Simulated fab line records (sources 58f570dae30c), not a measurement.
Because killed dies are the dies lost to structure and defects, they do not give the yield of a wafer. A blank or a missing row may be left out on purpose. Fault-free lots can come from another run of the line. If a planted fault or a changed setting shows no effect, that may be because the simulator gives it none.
Which tool did it? :: flow berkeley_cmos170 :: 21 wafers from 7 lots sampled at 3 of the route's 331 steps

== WHAT EACH GAUGE READ, for each wafer ==
UCB170_ACTIVE_CD_MEAS_90 targets a cd of 1200 nm.
lot: L523
measured: day 5 10:45
on: cd_sem-02
cd_nm (nm): 1199.8 1201.5 1198.8

lot: L525
measured: day 5 10:28
on: cd_sem-01
cd_nm (nm): 1200.8 1200.4 1201.1

lot: L528
measured: day 5 19:13
on: cd_sem-02
cd_nm (nm): 1199.6 1199.3 1200.3

lot: L529
measured: day 6 10:14
on: cd_sem-01
cd_nm (nm): 1196.3 1196.7 1197.8

lot: L538
measured: day 8 09:36
on: cd_sem-01
cd_nm (nm): 1202.1 1201.2 1199.8

lot: L540
measured: day 8 09:29
on: cd_sem-02
cd_nm (nm): 1198.4 1196.7 1197.9

lot: L544
measured: day 9 07:10
on: cd_sem-01
cd_nm (nm): 1199.6 1199.7 1198.6

== EACH LOT AND THE TOOL THAT RAN IT (in order: tool; ch and the chambers of the sampled wafers; start) ==
lot: L523
UCB170_ZERO_ETCH_06: rie_diel-04 ch 1,2,3, day 2 04:44
UCB170_WELLDRIVE_ANNEAL_03: furnace-04 ch 0, day 4 15:51

lot: L525
UCB170_ZERO_ETCH_06: rie_diel-04 ch 1,2, day 2 09:56
UCB170_WELLDRIVE_ANNEAL_03: furnace-04 ch 0, day 4 15:51

lot: L528
UCB170_ZERO_ETCH_06: rie_diel-01 ch 0,2,3, day 3 05:18
UCB170_WELLDRIVE_ANNEAL_03: furnace-01 ch 0, day 5 05:01

lot: L529
UCB170_ZERO_ETCH_06: rie_diel-04 ch 0,2,3, day 3 14:53
UCB170_WELLDRIVE_ANNEAL_03: furnace-02 ch 0, day 5 15:55

lot: L538
UCB170_ZERO_ETCH_06: rie_diel-04 ch 0,3, day 5 07:07
UCB170_WELLDRIVE_ANNEAL_03: furnace-02 ch 0, day 7 15:54

lot: L540
UCB170_ZERO_ETCH_06: rie_diel-02 ch 1,3, day 5 12:49
UCB170_WELLDRIVE_ANNEAL_03: furnace-02 ch 0, day 7 15:54

lot: L544
UCB170_ZERO_ETCH_06: rie_diel-04 ch 1,2, day 6 14:14
UCB170_WELLDRIVE_ANNEAL_03: furnace-01 ch 0, day 8 15:44
- UCB170_ZERO_ETCH_06: etches SiO2 in CHF3/CF4/Ar, time 12 s.
- UCB170_WELLDRIVE_ANNEAL_03: time 900 s.

== THE ANSWER, worked out from the rows above alone ==
Rule: what is usual is taken from the lots themselves. The widest of any qualifying gaps counts: lots, ordered by their means at a reading, are off when they make up no more than a third of the lots, leave a main group of 4 or more, and stand apart from it by 3 or more times the standard deviation of that group's means. Not used: any main group whose means are identical at the precision the tables above print for the reading. A lot without any number at a reading at which 4 lots or more have one is off too. The other lots that the step has rows for count as sound.
Across all readings shown, no lot is off: no conclusion can be drawn from this.

== WHAT HAD BEEN PUT IN BY THE SIMULATOR ==
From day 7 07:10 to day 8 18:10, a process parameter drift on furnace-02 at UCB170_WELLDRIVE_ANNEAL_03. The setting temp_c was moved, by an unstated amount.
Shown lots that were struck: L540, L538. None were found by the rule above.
